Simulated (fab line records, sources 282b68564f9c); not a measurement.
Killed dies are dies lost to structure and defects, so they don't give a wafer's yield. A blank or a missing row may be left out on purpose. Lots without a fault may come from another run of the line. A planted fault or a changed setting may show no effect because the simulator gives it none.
Split-lot experiment | flow rit_cmos | 5 lots, 23 wafers read, on a route of 202 steps

THE SPLIT
At RIT_PWELL_COAT_01 (resist thk 1300 nm), the setting resist_thk_nm was moved away from the recipe's 1300 nm on 10 of the 23 wafers read, by -3.9% to +5.5%. The other wafers ran this setting at the recipe's value.

FROM THE SPLIT TO THE READING: what the file shows between them, 3 steps
- RIT_PWELL_SOFTBAKE_02: time 60 s
- RIT_PWELL_EXPOSE_03: exposes mask M3, target cd 43700 nm
- RIT_PWELL_DEVELOP_05: develop time 68 s

THE READING
NOVOLAK_of_PWELL_COAT_01.thk_nm (the simulator's own value, which no gauge read), in nm, at RIT_PWELL_HARDBAKE_07 (time 120 s). The file gives no usual value for it. The 13 wafers here that ran the recipe average 1138 nm, standard deviation 3.2 nm.

wafer  | tool, chamber at the split | resist_thk_nm as run, nm | against the recipe | NOVOLAK_of_PWELL_COAT_01.thk_nm, nm | against lot-mates on the recipe
L074.2 | litho_track-03, 0          | 1300                     | recipe             | 1140                                | -
L074.3 | litho_track-03, 0          | 1325                     | +1.9%              | 1155                                | +14
L074.4 | litho_track-03, 0          | 1300                     | recipe             | 1141                                | -
L074.5 | litho_track-03, 0          | 1325                     | +1.9%              | 1157                                | +16
L074.6 | litho_track-03, 0          | 1325                     | +1.9%              | 1162                                | +22
L075.2 | litho_track-01, 0          | 1249                     | -3.9%              | 1097                                | -44
L075.3 | litho_track-01, 0          | 1300                     | recipe             | 1141                                | -
L075.4 | litho_track-01, 0          | 1300                     | recipe             | 1142                                | -
L075.5 | litho_track-01, 0          | 1249                     | -3.9%              | 1101                                | -40
L075.6 | litho_track-01, 0          | 1300                     | recipe             | 1140                                | -
L076.1 | litho_track-03, 0          | 1300                     | recipe             | 1136                                | -
L076.3 | litho_track-03, 0          | 1280                     | -1.5%              | 1118                                | -18
L076.4 | litho_track-03, 0          | 1280                     | -1.5%              | 1117                                | -18
L076.5 | litho_track-03, 0          | 1280                     | -1.5%              | 1117                                | -18
L076.6 | litho_track-03, 0          | 1300                     | recipe             | 1135                                | -
L077.1 | litho_track-04, 0          | 1300                     | recipe             | 1142                                | -
L077.2 | litho_track-04, 0          | 1372                     | +5.5%              | 1205                                | +64
L077.3 | litho_track-04, 0          | 1372                     | +5.5%              | 1205                                | +64
L077.4 | litho_track-04, 0          | 1300                     | recipe             | 1140                                | -
L077.5 | litho_track-04, 0          | 1300                     | recipe             | 1141                                | -
L082.3 | litho_track-01, 0          | 1300                     | recipe             | 1134                                | -
L082.4 | litho_track-01, 0          | 1300                     | recipe             | 1135                                | -
L082.5 | litho_track-01, 0          | 1300                     | recipe             | 1133                                | -

THE FIT
A straight line over all 23 wafers: NOVOLAK_of_PWELL_COAT_01.thk_nm changes by +11.4 nm for each +1% of resist_thk_nm; r = +0.99; the points scatter about the line by 3.8 nm.
The same after taking each lot's own level away (the mean of its wafers on the recipe; 23 wafers): +11.1 nm for each +1%; r = +1.00; scatter 2.2 nm.
On that fit, the largest move of resist_thk_nm shifts the reading by 61 nm.
The lots' own levels span 1134.0 to 1141.0 nm, that is 2.2 times the standard deviation above.
So the lot-to-lot level changes the slope little: the two slopes agree.
Check: with one of the wafers moved furthest among these (+5.5%) left out of the fit, the line predicts +59.9 nm for it against its lot-mates. It came out at +64 nm against them.

OTHER SPLITS ON THESE WAFERS
These wafers also went through other splits before the reading. Each is held against what the fit with the lots' levels taken away leaves over:
other split on the same wafers   | wafers away from the commonest value | r with NOVOLAK_of_PWELL_COAT_01.thk_nm (lot level and that fit taken away)
RIT_ACTIVE_COAT_06 resist_thk_nm | 6                                    | +0.03
RIT_ACTIVE_EXPOSE_08 dose_mj     | 6                                    | -0.20
RIT_NWELL_COAT_01 spin_rpm       | 10                                   | +0.14
RIT_NWELL_IMPLANT_08 energy_kev  | 10                                   | -0.18

THE WHOLE CHAIN: every reading that the file lists as answering this split, in the file's order
step                  | what it does       | reading                                                                          | change (the file's fit)              | r (the file's)
RIT_PWELL_COAT_01     | resist thk 1300 nm | NOVOLAK_of_PWELL_COAT_01.thk_nm (the simulator's own value, which no gauge read) | +12.9 nm for each +1% of the setting | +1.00
RIT_PWELL_HARDBAKE_07 | time 120 s         | NOVOLAK_of_PWELL_COAT_01.thk_nm (the simulator's own value, which no gauge read) | +11.1 nm for each +1% of the setting | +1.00

THE FILE'S OWN FIT
NOVOLAK_of_PWELL_COAT_01.thk_nm changes by +11.1 nm for each +1% of resist_thk_nm, r = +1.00.
